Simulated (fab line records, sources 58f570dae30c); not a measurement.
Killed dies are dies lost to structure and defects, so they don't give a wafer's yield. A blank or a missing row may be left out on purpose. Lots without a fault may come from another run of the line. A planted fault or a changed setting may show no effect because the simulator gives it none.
Split-lot experiment | flow berkeley_cmos170 | 5 lots, 23 wafers read, on a route of 331 steps

THE SPLIT
At UCB170_CONTACT_PEB_13, the setting peb_temp_c was moved away from the recipe's 130 C on 8 of the 23 wafers read, by -2.8% to +2.8%. The other wafers ran this setting at the recipe's value.

FROM THE SPLIT TO THE READING: what the file shows between them, 5 steps
- UCB170_CONTACT_DEVELOP_14: develop time 45 s
- UCB170_CONTACT_CD_MEAS_15: target cd 700 nm
- UCB170_CONTACT_ETCH_17: etches BARC in N2/H2
- UCB170_CONTACT_ETCH_18: etches PSG in CHF3/CF4/Ar, stops on TiSi2, target depth 840 nm, time 195 s
- UCB170_CONTACT_STRIP_19: strips in O2

THE READING
cd_nm, in nm, at UCB170_CONTACT_CD_MEAS_90 (target cd 700 nm). Fault-free wafers of this fab line usually give 700.4 nm, standard deviation 1.8 nm.

wafer  | tool, chamber at the split | peb_temp_c as run, C | against the recipe | cd_nm, nm | against lot-mates on the recipe
L074.1 | litho_track-02, 0          | 130                  | recipe             | 699.7     | -
L074.2 | litho_track-02, 0          | 130                  | recipe             | 699.2     | -
L074.3 | litho_track-02, 0          | 130                  | recipe             | 700.4     | -
L074.4 | litho_track-02, 0          | 130                  | recipe             | 699.1     | -
L074.5 | litho_track-02, 0          | 130                  | recipe             | 699.4     | -
L076.1 | litho_track-03, 0          | 130                  | recipe             | 698.9     | -
L076.2 | litho_track-03, 0          | 130                  | recipe             | 699.7     | -
L076.3 | litho_track-03, 0          | 126.4                | -2.8%              | 672.0     | -27.3
L076.5 | litho_track-03, 0          | 126.4                | -2.8%              | 671.7     | -27.6
L076.6 | litho_track-03, 0          | 126.4                | -2.8%              | 672.1     | -27.2
L078.1 | litho_track-04, 0          | 127.3                | -2.1%              | 680.4     | -19.7
L078.2 | litho_track-04, 0          | 127.3                | -2.1%              | 680.1     | -20.0
L078.3 | litho_track-04, 0          | 130                  | recipe             | 700.2     | -
L078.4 | litho_track-04, 0          | 130                  | recipe             | 699.5     | -
L078.5 | litho_track-04, 0          | 130                  | recipe             | 700.7     | -
L079.1 | litho_track-02, 0          | 130                  | recipe             | 703.1     | -
L079.2 | litho_track-02, 0          | 133.6                | +2.8%              | 720.8     | +18.6
L079.3 | litho_track-02, 0          | 133.6                | +2.8%              | 724.1     | +21.9
L079.4 | litho_track-02, 0          | 130                  | recipe             | 701.2     | -
L079.5 | litho_track-02, 0          | 133.6                | +2.8%              | 721.9     | +19.7
L082.2 | litho_track-02, 0          | 130                  | recipe             | 697.8     | -
L082.3 | litho_track-02, 0          | 130                  | recipe             | 697.9     | -
L082.5 | litho_track-02, 0          | 130                  | recipe             | 698.6     | -

THE FIT
A straight line over all 23 wafers: cd_nm changes by +9.08 nm for each +1% of peb_temp_c; r = +0.99; the points scatter about the line by 1.7 nm.
The same after taking each lot's own level away (the mean of its wafers on the recipe; 23 wafers): +8.65 nm for each +1%; r = +0.99; scatter 1.8 nm.
On that fit, the largest move of peb_temp_c shifts the reading by 24 nm.
The lots' own levels span 698.10 to 702.15 nm, that is 2.3 times the standard deviation above.
So the lot-to-lot level changes the slope little: the two slopes agree.
Check: with one of the wafers moved furthest among these (-2.8%) left out of the fit, the line predicts -24.6 nm for it against its lot-mates. It came out at -27.3 nm against them.

OTHER SPLITS ON THESE WAFERS
These wafers also went through other splits before the reading. Each is held against what the fit with the lots' levels taken away leaves over:
other split on the same wafers    | wafers away from the commonest value | r with cd_nm (lot level and that fit taken away)
UCB170_SDANNEAL_RTA_00 time_s     | 9                                    | -0.04
UCB170_SILICIDE_SPUTTER_01 time_s | 10                                   | -0.24

THE WHOLE CHAIN: every reading that the file lists as answering this split, in the file's order
step                      | what it does                                                               | reading                                                        | change (the file's fit)              | r (the file's)
UCB170_CONTACT_CD_MEAS_15 | target cd 700 nm                                                           | cd_nm                                                          | +8.84 nm for each +1% of the setting | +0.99
UCB170_CONTACT_ETCH_17    | etches BARC in N2/H2                                                       | CONTACT.cd_nm (the simulator's own value, which no gauge read) | +8.67 nm for each +1% of the setting | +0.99
UCB170_CONTACT_ETCH_18    | etches PSG in CHF3/CF4/Ar, stops on TiSi2, target depth 840 nm, time 195 s | CONTACT.cd_nm (the simulator's own value, which no gauge read) | +8.77 nm for each +1% of the setting | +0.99
UCB170_CONTACT_CD_MEAS_90 | target cd 700 nm                                                           | cd_nm                                                          | +8.79 nm for each +1% of the setting | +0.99

THE FILE'S OWN FIT
cd_nm changes by +8.79 nm for each +1% of peb_temp_c, r = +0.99.
